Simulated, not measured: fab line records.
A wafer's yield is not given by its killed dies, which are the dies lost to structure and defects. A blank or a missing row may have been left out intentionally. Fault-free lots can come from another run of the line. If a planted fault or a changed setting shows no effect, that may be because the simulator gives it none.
The same fault as seen by 2 desks ; flow rit-cmos ; what lay behind the numbers comes last; until then each desk has only its own

## THE TOOL OWNER'S DESK: plasma-asher-02
The tool's own readings at RIT_NWELL_STRIP_09 (strips in O2, time 180 s): means of the sampled wafers that have a number, for each lot that ran on this tool. The brackets show how far a lot's mean lies from the usual mean; more than 4 standard deviations puts the lot out of limits, marked OUT.
Columns: A = chamber-pressure-mTorr at RIT_NWELL_STRIP_09, usual 4000 mTorr; B = drypump-motor-current-A at RIT_NWELL_STRIP_09, usual 5.4 A
lot;first seen here;A;B
L969;day 2 08:24;4001;5.6
L972;day 3 00:57;4001;5.6
L976;day 3 18:15;4000;5.6
L977;day 3 23:03;3998;5.4
L988;day 6 06:34;4000;5.7
L990;day 6 16:06;4000;5.4
This desk's finding: nothing out of limits on any of the 6 lots.

## FROM THE METROLOGY DESK
What the gauges read for every lot (on any tool): the sampled wafers with a number, averaged. The brackets show how far a lot's mean lies from the usual mean; more than 4 standard deviations puts the lot out of limits, marked OUT.
Columns: A = PWELL_TW at RIT_PWELL_TW_MEAS_10, usual 946
lot;first seen here;A
L967;day 2 02:02;938
L969;day 2 10:16;944
L971;day 2 18:29;962
L972;day 3 02:54;936
L973;day 3 05:59;932
L976;day 3 19:56;951
L977;day 4 00:55;959
L982;day 5 03:04;950
L984;day 5 11:19;30 (-99 or more) OUT
L985;day 5 21:47;30 (-99 or more) OUT
L987;day 6 02:39;947
L988;day 6 08:17;939
L989;day 6 12:53;945
L990;day 6 17:50;941
Finding of this desk: L984, L985 out of limits, first seen on L984 at day 5 11:19 (PWELL_TW at RIT_PWELL_TW_MEAS_10). L967, L969, L971, L972, L973, L976, L977, L982, L987, L988, L989, L990: within limits.

## BROUGHT TOGETHER
On L984, L985, the metrology desk was in a position to raise an alarm at day 5 11:19.
The desk of the tool owner found nothing out of limits.
The tool owner's desk has no number on record for L984, L985.
On plasma-asher-02, each named lot ran RIT_NWELL_STRIP_09.

## WHAT WAS PUT IN BY THE SIMULATOR
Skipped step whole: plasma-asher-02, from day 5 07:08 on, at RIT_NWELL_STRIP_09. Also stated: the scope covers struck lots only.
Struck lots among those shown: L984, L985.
Hours from the fault's start to each desk's first reading out of limits: the metrology desk, 4.
